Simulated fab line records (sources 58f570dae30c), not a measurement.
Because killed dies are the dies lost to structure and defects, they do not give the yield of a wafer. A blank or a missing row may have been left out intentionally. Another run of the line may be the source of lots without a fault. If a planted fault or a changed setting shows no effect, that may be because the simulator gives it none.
fab line records + flow berkeley_cmos170
[record]
- lots = 13
- wafers = 39
- last_day = 12
route steps=331 shown GATE@139 NLDD@161 PSD@182 NSD@194
lots that met no fault: taken from a fault-free run of the same line
start_h: the number of hours between the record's first day and the start of the first shown wafer of the lot + wait_h: time in hours since the lot's previous step + " repeats the value in the row above + L1.1+2: several wafers, shown together as one row + - value missing, or start not given + * or withheld: withheld + < > ~ a bound
route shown NAME@n: names a module that has steps shown in the file, with the first one's number in the route + usual: average and standard deviation across the fault-free wafers + same: alike in all rows + chamber/n: place in a boat + sites: the reading at each site + _std_site: the values' standard deviation + _edge_site: mean of outer sites minus mean of inner sites + radius_mm: for every site, how far away it sits from the centre of the wafer + mask NAME#n: copy n + behind: the tool/chamber that last shaped the wafer + hold: what put the lot on hold/how long, in hours/how the hold closed + device: the transistor (n, p or np) that didn't switch + end of line: tests run on the same wafers once the route is complete + step lacking rows: just its recipe + killed: not the wafer's yield, but the dies lost to structure and defects at the first sort + map: the dies of a wafer, with x for killed, . for not killed, _ for no die there
set.NAME: setting as actually run; set.NAME@STEP: the setting as run at that earlier step + model.NAME: the simulator's own value behind a step, which no gauge read
route steps across a sampled set of lots; one table per step, one row per wafer
services: a tool's chamber out of use, with start hour (start_h, from the record's first day; less than 0 if before it), hours out, and reason
[[steps]]
[step UCB170_GATE_OVL_MEAS_13]
[usual]
- GATE_OVL = 1/5.5
| lot.wafer | tool       | chamber | start_h | wait_h | GATE_OVL[nm] |
|-----------|------------|---------|---------|--------|--------------|
| L736.1    | overlay-02 | -       | 120.70  | 0.1    | -3           |
| L736.3    | "          | -       | "       | "      | 0            |
| L736.6    | "          | -       | "       | "      | -1           |
| L742.1    | overlay-01 | -       | 159.62  | 0.1    | 3            |
| L742.4    | "          | -       | "       | "      | -1           |
| L742.6    | "          | -       | "       | "      | 4            |
| L740.4    | overlay-02 | -       | 159.76  | 0.1    | 2            |
| L740.5    | "          | -       | "       | "      | 2            |
| L740.6    | "          | -       | "       | "      | 4            |
| L743.1    | overlay-01 | -       | 160.02  | 0.1    | 0            |
| L743.5    | "          | -       | "       | "      | -1           |
| L743.6    | "          | -       | "       | "      | 1            |
| L744.2    | overlay-02 | -       | 164.31  | 0.1    | -3           |
| L744.4    | "          | -       | "       | "      | 1            |
| L744.5    | "          | -       | "       | "      | -9           |
| L745.1    | overlay-01 | -       | 164.47  | 0.1    | 12           |
| L745.3    | "          | -       | "       | "      | 3            |
| L745.6    | "          | -       | "       | "      | 8            |
| L752.1    | overlay-01 | -       | 197.65  | 0.1    | 2            |
| L752.3    | "          | -       | "       | "      | -1           |
| L752.4    | "          | -       | "       | "      | 7            |
| L753.3    | overlay-01 | -       | 212.76  | 0.1    | 6            |
| L753.4    | "          | -       | "       | "      | 4            |
| L753.5    | "          | -       | "       | "      | -2           |
| L754.3    | overlay-02 | -       | 219.80  | 0.1    | 0            |
| L754.5    | "          | -       | "       | "      | 2            |
| L754.6    | "          | -       | "       | "      | 5            |
| L755.1    | overlay-01 | -       | 220.03  | 0.1    | -5           |
| L755.4    | "          | -       | "       | "      | -2           |
| L755.5    | "          | -       | "       | "      | -3           |
| L756.1    | overlay-02 | -       | 226.39  | 0.1    | 11           |
| L756.4    | "          | -       | "       | "      | 12           |
| L756.5    | "          | -       | "       | "      | 11           |
| L757.2    | overlay-02 | -       | 241.92  | 0.1    | 16           |
| L757.3    | "          | -       | "       | "      | 11           |
| L757.4    | "          | -       | "       | "      | 6            |
| L758.3    | overlay-02 | -       | 242.17  | 0.1    | -5           |
| L758.4    | "          | -       | "       | "      | 3            |
| L758.6    | "          | -       | "       | "      | -6           |
[step UCB170_NLDD_EXPOSE_03]
[recipe]
- mask_id = NSELECT
- na = 0.5
- sigma_outer = 0.6
- source_shape = conventional
- target_cd_nm = 1200
- dose_mj = 30
[usual]
- exposure_dose_mJ_cm2 = 30.00/0.031
- stage_vel_mm_s = 500.01/0.23
| lot.wafer | tool           | chamber | start_h | wait_h | mask         | exposure_dose_mJ_cm2 | stage_vel_mm_s |
|-----------|----------------|---------|---------|--------|--------------|----------------------|----------------|
| L736.1    | krf_scanner-02 | 0       | 125.11  | 0.5    | NSELECT#0    | 30.06                | 499.41         |
| L736.3    | "              | 0       | "       | "      | NSELECT#0    | 30.00                | 499.81         |
| L736.6    | "              | 0       | "       | "      | NSELECT#0    | 30.03                | 499.75         |
| L742.1    | krf_scanner-01 | 0       | 162.91  | 0.2    | NSELECT#0    | 29.95                | 500.35         |
| L742.4    | "              | 0       | "       | "      | NSELECT#0    | 30.00                | 500.25         |
| L742.6    | "              | 0       | "       | "      | NSELECT#0    | 29.97                | 500.24         |
| L740.4    | krf_scanner-02 | 0       | 163.21  | 0.4    | NSELECT#0    | 29.95                | 499.84         |
| L740.5    | "              | 0       | "       | "      | NSELECT#0    | 29.97                | 500.12         |
| L740.6    | "              | 0       | "       | "      | NSELECT#0    | 29.95                | 499.94         |
| L743.1    | krf_scanner-01 | 0       | 163.40  | 0.4    | NSELECT#0    | 30.07                | 500.09         |
| L743.5    | "              | 0       | "       | "      | NSELECT#0    | 29.97                | 499.85         |
| L743.6    | "              | 0       | "       | "      | NSELECT#0    | 29.95                | 500.25         |
| L744.2    | krf_scanner-01 | 0       | 167.14  | 0.2    | NSELECT#0    | 30.02                | 499.97         |
| L744.4    | "              | 0       | "       | "      | NSELECT#0    | 30.02                | 499.99         |
| L744.5    | "              | 0       | "       | "      | NSELECT#0    | 30.02                | 500.00         |
| L745.1    | krf_scanner-01 | 0       | 167.36  | 0.1    | NSELECT_R1#0 | 30.02                | 499.59         |
| L745.3    | "              | 0       | "       | "      | NSELECT_R1#0 | 29.99                | 499.98         |
| L745.6    | "              | 0       | "       | "      | NSELECT_R1#0 | 30.05                | 499.98         |
| L752.1    | krf_scanner-01 | 0       | 202.49  | 0.3    | NSELECT#0    | 29.98                | 499.98         |
| L752.3    | "              | 0       | "       | "      | NSELECT#0    | 30.02                | 499.72         |
| L752.4    | "              | 0       | "       | "      | NSELECT#0    | 30.00                | 499.86         |
| L753.3    | krf_scanner-02 | 0       | 215.76  | 0.2    | NSELECT#0    | 30.04                | 499.76         |
| L753.4    | "              | 0       | "       | "      | NSELECT#0    | 30.07                | 499.93         |
| L753.5    | "              | 0       | "       | "      | NSELECT#0    | 30.04                | 499.81         |
| L754.3    | krf_scanner-01 | 0       | 224.68  | 0.1    | NSELECT#0    | 29.95                | 499.93         |
| L754.5    | "              | 0       | "       | "      | NSELECT#0    | 30.02                | 499.91         |
| L754.6    | "              | 0       | "       | "      | NSELECT#0    | 30.00                | 499.50         |
| L755.1    | krf_scanner-02 | 0       | 224.88  | 0.4    | NSELECT#0    | 30.03                | 500.07         |
| L755.4    | "              | 0       | "       | "      | NSELECT#0    | 30.00                | 500.36         |
| L755.5    | "              | 0       | "       | "      | NSELECT#0    | 29.97                | 500.34         |
| L756.1    | krf_scanner-02 | 0       | 229.59  | 0.1    | NSELECT#0    | 30.04                | 499.76         |
| L756.4    | "              | 0       | "       | "      | NSELECT#0    | 30.00                | 500.24         |
| L756.5    | "              | 0       | "       | "      | NSELECT#0    | 30.00                | 499.63         |
| L757.2    | krf_scanner-02 | 0       | 249.04  | 0.1    | NSELECT#0    | 29.97                | 499.97         |
| L757.3    | "              | 0       | "       | "      | NSELECT#0    | 29.90                | 499.70         |
| L757.4    | "              | 0       | "       | "      | NSELECT#0    | 29.94                | 500.15         |
| L758.3    | krf_scanner-02 | 0       | 249.51  | 0.1    | NSELECT#0    | 29.99                | 500.33         |
| L758.4    | "              | 0       | "       | "      | NSELECT#0    | 30.02                | 500.33         |
| L758.6    | "              | 0       | "       | "      | NSELECT#0    | 30.05                | 499.75         |
[step UCB170_NLDD_CD_MEAS_06]
[recipe]
- target_cd_nm = 1200
[usual]
- cd_nm = 1199.9/1.1
| lot.wafer | tool      | chamber | start_h | wait_h | cd_nm  |
|-----------|-----------|---------|---------|--------|--------|
| L736.1    | cd_sem-01 | -       | 125.71  | -      | 1199.6 |
| L736.3    | "         | -       | "       | "      | 1198.9 |
| L736.6    | "         | -       | "       | "      | 1200.6 |
| L742.1    | cd_sem-02 | -       | 163.40  | -      | 1198.9 |
| L742.4    | "         | -       | "       | "      | 1198.5 |
| L742.6    | "         | -       | "       | "      | 1199.3 |
| L740.4    | cd_sem-01 | -       | 163.74  | -      | 1200.6 |
| L740.5    | "         | -       | "       | "      | 1199.2 |
| L740.6    | "         | -       | "       | "      | 1199.5 |
| L743.1    | cd_sem-02 | -       | 164.06  | -      | 1200.3 |
| L743.5    | "         | -       | "       | "      | 1200.9 |
| L743.6    | "         | -       | "       | "      | 1201.9 |
| L744.2    | cd_sem-02 | -       | 167.54  | -      | 1199.3 |
| L744.4    | "         | -       | "       | "      | 1198.2 |
| L744.5    | "         | -       | "       | "      | 1199.1 |
| L745.1    | cd_sem-02 | -       | 167.75  | -      | 959.1  |
| L745.3    | "         | -       | "       | "      | 959.6  |
| L745.6    | "         | -       | "       | "      | 959.5  |
| L752.1    | cd_sem-02 | -       | 202.88  | -      | 1200.6 |
| L752.3    | "         | -       | "       | "      | 1199.5 |
| L752.4    | "         | -       | "       | "      | 1199.3 |
| L753.3    | cd_sem-02 | -       | 216.15  | -      | 1201.4 |
| L753.4    | "         | -       | "       | "      | 1201.6 |
| L753.5    | "         | -       | "       | "      | 1201.8 |
| L754.3    | cd_sem-02 | -       | 225.86  | -      | 1200.8 |
| L754.5    | "         | -       | "       | "      | 1199.3 |
| L754.6    | "         | -       | "       | "      | 1200.0 |
| L755.1    | cd_sem-01 | -       | 226.09  | -      | 1199.4 |
| L755.4    | "         | -       | "       | "      | 1199.6 |
| L755.5    | "         | -       | "       | "      | 1198.8 |
| L756.1    | cd_sem-01 | -       | 230.05  | -      | 1199.9 |
| L756.4    | "         | -       | "       | "      | 1199.2 |
| L756.5    | "         | -       | "       | "      | 1199.5 |
| L757.2    | cd_sem-01 | -       | 249.70  | -      | 1200.1 |
| L757.3    | "         | -       | "       | "      | 1201.6 |
| L757.4    | "         | -       | "       | "      | 1200.3 |
| L758.3    | cd_sem-02 | -       | 250.00  | -      | 1200.1 |
| L758.4    | "         | -       | "       | "      | 1199.5 |
| L758.6    | "         | -       | "       | "      | 1201.0 |
[step UCB170_PSD_OVL_MEAS_07]
[usual]
- PSD_OVL = 1/6.3
| lot.wafer | tool       | chamber | start_h | wait_h | PSD_OVL[nm] |
|-----------|------------|---------|---------|--------|-------------|
| L736.1    | overlay-01 | -       | 132.36  | 0.1    | -10         |
| L736.3    | "          | -       | "       | "      | -16         |
| L736.6    | "          | -       | "       | "      | 0           |
| L742.1    | overlay-02 | -       | 169.45  | 0.1    | 0           |
| L742.4    | "          | -       | "       | "      | -2          |
| L742.6    | "          | -       | "       | "      | -4          |
| L743.1    | overlay-02 | -       | 169.61  | 0.1    | 5           |
| L743.5    | "          | -       | "       | "      | 8           |
| L743.6    | "          | -       | "       | "      | 7           |
| L740.4    | overlay-02 | -       | 169.87  | 0.1    | 7           |
| L740.5    | "          | -       | "       | "      | 0           |
| L740.6    | "          | -       | "       | "      | 7           |
| L745.1    | overlay-02 | -       | 176.82  | 0.1    | 8           |
| L745.3    | "          | -       | "       | "      | 9           |
| L745.6    | "          | -       | "       | "      | 10          |
| L744.2    | overlay-01 | -       | 177.09  | 0.1    | -2          |
| L744.4    | "          | -       | "       | "      | 7           |
| L744.5    | "          | -       | "       | "      | 6           |
| L752.1    | overlay-01 | -       | 210.75  | 0.1    | 6           |
| L752.3    | "          | -       | "       | "      | 2           |
| L752.4    | "          | -       | "       | "      | 7           |
| L753.3    | overlay-01 | -       | 223.61  | 0.1    | -4          |
| L753.4    | "          | -       | "       | "      | 1           |
| L753.5    | "          | -       | "       | "      | -7          |
| L754.3    | overlay-01 | -       | 231.72  | 0.1    | 8           |
| L754.5    | "          | -       | "       | "      | 9           |
| L754.6    | "          | -       | "       | "      | 12          |
| L755.1    | overlay-01 | -       | 231.89  | 0.1    | -1          |
| L755.4    | "          | -       | "       | "      | 6           |
| L755.5    | "          | -       | "       | "      | 5           |
| L756.1    | overlay-01 | -       | 235.66  | 0.1    | -8          |
| L756.4    | "          | -       | "       | "      | -3          |
| L756.5    | "          | -       | "       | "      | -5          |
| L758.3    | overlay-01 | -       | 256.11  | 0.1    | -6          |
| L758.4    | "          | -       | "       | "      | 12          |
| L758.6    | "          | -       | "       | "      | 3           |
| L757.2    | overlay-02 | -       | 256.16  | 0.1    | 3           |
| L757.3    | "          | -       | "       | "      | 1           |
| L757.4    | "          | -       | "       | "      | -1          |
[step UCB170_NSD_OVL_MEAS_07]
[usual]
- NSD_OVL = 1/4.2
| lot.wafer | tool       | chamber | start_h | wait_h | NSD_OVL[nm] |
|-----------|------------|---------|---------|--------|-------------|
| L736.1    | overlay-01 | -       | 134.20  | 0.1    | 2           |
| L736.3    | "          | -       | "       | "      | -3          |
| L736.6    | "          | -       | "       | "      | -4          |
| L742.1    | overlay-02 | -       | 172.68  | 0.1    | 2           |
| L742.4    | "          | -       | "       | "      | 2           |
| L742.6    | "          | -       | "       | "      | 5           |
| L743.1    | overlay-01 | -       | 172.91  | 0.1    | 2           |
| L743.5    | "          | -       | "       | "      | 3           |
| L743.6    | "          | -       | "       | "      | -7          |
| L740.4    | overlay-01 | -       | 173.05  | 0.1    | 6           |
| L740.5    | "          | -       | "       | "      | 5           |
| L740.6    | "          | -       | "       | "      | 2           |
| L745.1    | overlay-02 | -       | 178.43  | 0.1    | -8          |
| L745.3    | "          | -       | "       | "      | -2          |
| L745.6    | "          | -       | "       | "      | -2          |
| L744.2    | overlay-01 | -       | 178.70  | 0.1    | 0           |
| L744.4    | "          | -       | "       | "      | -2          |
| L744.5    | "          | -       | "       | "      | -2          |
| L752.1    | overlay-02 | -       | 212.51  | 0.1    | -1          |
| L752.3    | "          | -       | "       | "      | 6           |
| L752.4    | "          | -       | "       | "      | -3          |
| L753.3    | overlay-01 | -       | 226.59  | 0.1    | 5           |
| L753.4    | "          | -       | "       | "      | 7           |
| L753.5    | "          | -       | "       | "      | 6           |
| L754.3    | overlay-02 | -       | 233.24  | 0.1    | 2           |
| L754.5    | "          | -       | "       | "      | 3           |
| L754.6    | "          | -       | "       | "      | -2          |
| L755.1    | overlay-01 | -       | 233.93  | 0.1    | 2           |
| L755.4    | "          | -       | "       | "      | -1          |
| L755.5    | "          | -       | "       | "      | 3           |
| L756.1    | overlay-01 | -       | 237.32  | 0.1    | 2           |
| L756.4    | "          | -       | "       | "      | 5           |
| L756.5    | "          | -       | "       | "      | 3           |
| L758.3    | overlay-02 | -       | 258.06  | 0.1    | 8           |
| L758.4    | "          | -       | "       | "      | 7           |
| L758.6    | "          | -       | "       | "      | 4           |
| L757.2    | overlay-01 | -       | 258.32  | 0.1    | 3           |
| L757.3    | "          | -       | "       | "      | 4           |
| L757.4    | "          | -       | "       | "      | 7           |
[[services]]
| tool           | chamber | start_h | hours | kind   |
|----------------|---------|---------|-------|--------|
| krf_scanner-01 | -       | 106.65  | 1.3   | pm     |
| krf_scanner-01 | -       | 124.81  | 0.8   | pm     |
| krf_scanner-01 | -       | 125.65  | 33.6  | repair |
| krf_scanner-02 | -       | 159.35  | 1.3   | pm     |
| krf_scanner-02 | -       | 203.73  | 0.8   | pm     |
| krf_scanner-02 | -       | 219.97  | 0.8   | pm     |
[[key]]
[first_sign]
- step = UCB170_NLDD_EXPOSE_03
- reading = mask
- direction = changed
[effect]
- step = UCB170_NLDD_CD_MEAS_06
- reading = cd_nm
- direction = down
- sigmas = 99+
- usual = 1199.9
- struck = 959.4
met_at UCB170_NLDD_EXPOSE_03
struck_lots L745
sort_left_out L745.1,L745.3,L745.6
tester_left_out L745
not_acting_at UCB170_GATE_OVL_MEAS_13,UCB170_PSD_OVL_MEAS_07,UCB170_NSD_OVL_MEAS_07
onset_between 167.14 167.36
[fault]
- kind = wrong_mask
- tool = any
- chamber = -
- onset_h = 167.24
- steps = UCB170_NLDD_EXPOSE_03
- aux_copy = NSELECT_R1#0
- cd_offset_nm = -240
- scope = struck_lots_only
// tester_left_out: of these lots the tester's yield and bins aren't shown, on N5 and GAA mostly nor the transistor test; their killed dies are dies lost to structure and defects alone, not to doping, threshold or leakage, so they don't give the yield
// sort_left_out: the simulated sort isn't trusted on such a fault, so these wafers' sort isn't shown, and their yield isn't known
